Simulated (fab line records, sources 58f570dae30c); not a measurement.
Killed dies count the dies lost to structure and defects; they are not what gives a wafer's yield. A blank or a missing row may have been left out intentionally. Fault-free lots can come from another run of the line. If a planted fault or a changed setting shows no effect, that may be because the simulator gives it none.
2 desks, one fault	flow berkeley_cmos170	each desk has only its own numbers; what lay behind them comes last

AT THE TOOL OWNER'S DESK: rie_diel-01
The tool's own readings at UCB170_V2_ETCH_14 (etches SiO2 in CHF3/CF4/Ar, stops on Al, target depth 1250 nm, time 291 s): means of the sampled wafers that have a number, for each lot that ran on this tool. If a lot's mean is further than 4 standard deviations from the usual mean, the lot is out of limits and carries the mark OUT (the distance appears in the brackets).
Columns: A = drypump_motor_current_A at UCB170_V2_ETCH_14, usual 5.80 A; B = mfc_ar_sccm at UCB170_V2_ETCH_14, usual 149.9 sccm; C = oes_product_au at UCB170_V2_ETCH_14, usual 0.880 a.u.; D = throttle_valve_pct at UCB170_V2_ETCH_14, usual 7.02 %
lot	first seen here	A	B	C	D
L390	day 8 03:55	5.76	150.0	0.879	7.08
L393	day 8 20:26	5.82	149.8	0.880	7.09
L394	day 9 03:53	5.73	150.0	0.882	7.01
L397	day 9 08:19	5.76	149.5	0.877	7.08
L400	day 9 17:30	5.79	149.9	0.880	7.02
L410	day 12 15:19	5.74	149.8	0.881	7.00
This desk's finding: nothing out of limits on any of the 6 lots.

AT THE METROLOGY DESK
What the gauges read, lot by lot, whatever tool the lot ran on: means of the sampled wafers that have a number. If a lot's mean is further than 4 standard deviations from the usual mean, the lot is out of limits and carries the mark OUT (the distance appears in the brackets).
Columns: A = M3_AL_RS at UCB170_M3_RS_MEAS_02, usual 0.0310 ohm/sq
lot	first seen here	A
L387	day 7 12:02	0.0307
L388	day 8 00:02	0.0307
L389	day 8 01:28	0.0312
L390	day 8 04:29	0.0311
L391	day 8 11:06	0.0310
L393	day 8 20:59	0.0306
L394	day 9 04:26	0.0307
L397	day 9 08:56	0.0307
L396	day 9 09:04	0.0311
L400	day 9 18:01	0.0306
L399	day 9 20:09	0.0316
L405	day 11 03:20	0.0306
L410	day 12 15:56	0.0309
This desk's finding: nothing out of limits on any of the 13 lots.

PUT TOGETHER
The desk of the tool owner found nothing out of limits.
At the metrology desk, nothing out of limits was observed.

WHAT WAS PUT IN BY THE SIMULATOR
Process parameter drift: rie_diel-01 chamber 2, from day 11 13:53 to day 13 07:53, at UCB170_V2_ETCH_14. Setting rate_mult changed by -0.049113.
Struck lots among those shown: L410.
